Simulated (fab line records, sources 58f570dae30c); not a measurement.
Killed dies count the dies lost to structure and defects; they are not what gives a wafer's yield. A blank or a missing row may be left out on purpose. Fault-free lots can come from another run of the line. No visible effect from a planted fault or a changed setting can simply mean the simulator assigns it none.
Which of the tools did it? -- flow berkeley-cmos170 -- 21 wafers from 7 lots sampled at 3 of the route's 331 steps

## WHAT THE GAUGES SHOWED, per wafer
UCB170_PWELL_TW_MEAS_17.
lot,measured,on,PWELL_TW
L903,day 4 15:59,film-metro-01,382 382 381
L906,day 5 05:50,film-metro-01,379 378 379
L909,day 5 16:42,film-metro-02,369 369 372
L911,day 5 17:01,film-metro-01,382 380 380
L917,day 6 20:59,film-metro-01,423 423 424 424 422 423
L920,day 7 10:07,film-metro-01,382 383 381
L923,day 8 04:17,film-metro-01,381 381 379

## WHICH TOOL RAN EACH LOT (tool, then ch and the chambers of the sampled wafers, then the start)
lot,UCB170_ZERO_STRIP_07,UCB170_PWELL_IMPLANT_15
L903,"plasma-asher-01 ch 0,1, day 2 12:19","implanter-01 ch 0, day 4 15:44"
L906,"plasma-asher-04 ch 0,1, day 3 01:49","implanter-01 ch 0, day 5 05:35"
L909,"plasma-asher-04 ch 0,1, day 4 00:02","implanter-04 ch 0, day 5 16:27"
L911,"plasma-asher-01 ch 0,1, day 4 00:20","implanter-01 ch 0, day 5 16:48"
L917,"plasma-asher-01 ch 0,1, day 5 09:56","implanter-02 ch 0, day 6 20:46"
L920,"plasma-asher-01 ch 0,1, day 5 19:29","implanter-01 ch 0, day 7 09:53"
L923,"plasma-asher-01 ch 0,1, day 6 15:16","implanter-04 ch 0, day 8 04:05"
- UCB170_ZERO_STRIP_07: strips in O2.
- UCB170_PWELL_IMPLANT_15

## THE ANSWER, worked out from the rows above alone
Rule: the usual values come from the lots themselves. The widest of any qualifying gaps counts: lots, ordered by their means at a reading, are off when they make up no more than a third of the lots, leave a main group of 4 or more, and stand apart from it by 3 or more times the standard deviation of that group's means. The tables above print the reading to a certain number of digits; a main group whose means all agree to those digits is not used. Also off: a lot with no number at a reading for which 4 or more lots have one. The other lots that the step has rows for count as sound.
Off: L917, seen at UCB170_PWELL_TW_MEAS_17 (PWELL_TW). Main group: mean 379, sd 4.1.
If a tool, at a process step before that reading, ran all the lots that are off and no sound lot after the first of them, it fits. The gauges at UCB170_PWELL_TW_MEAS_17 are tried like those tools. One fits: implanter-02 at UCB170_PWELL_IMPLANT_15. It ran no sound lot before its first lot that is off in this sample, so the start can't be narrowed down.

## WHAT WAS PUT IN BY THE SIMULATOR
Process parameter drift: implanter-02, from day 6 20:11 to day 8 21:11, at UCB170_PWELL_IMPLANT_15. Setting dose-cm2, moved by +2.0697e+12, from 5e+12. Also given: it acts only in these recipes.
Shown lots that were struck: L917. The same result came from the rule above.
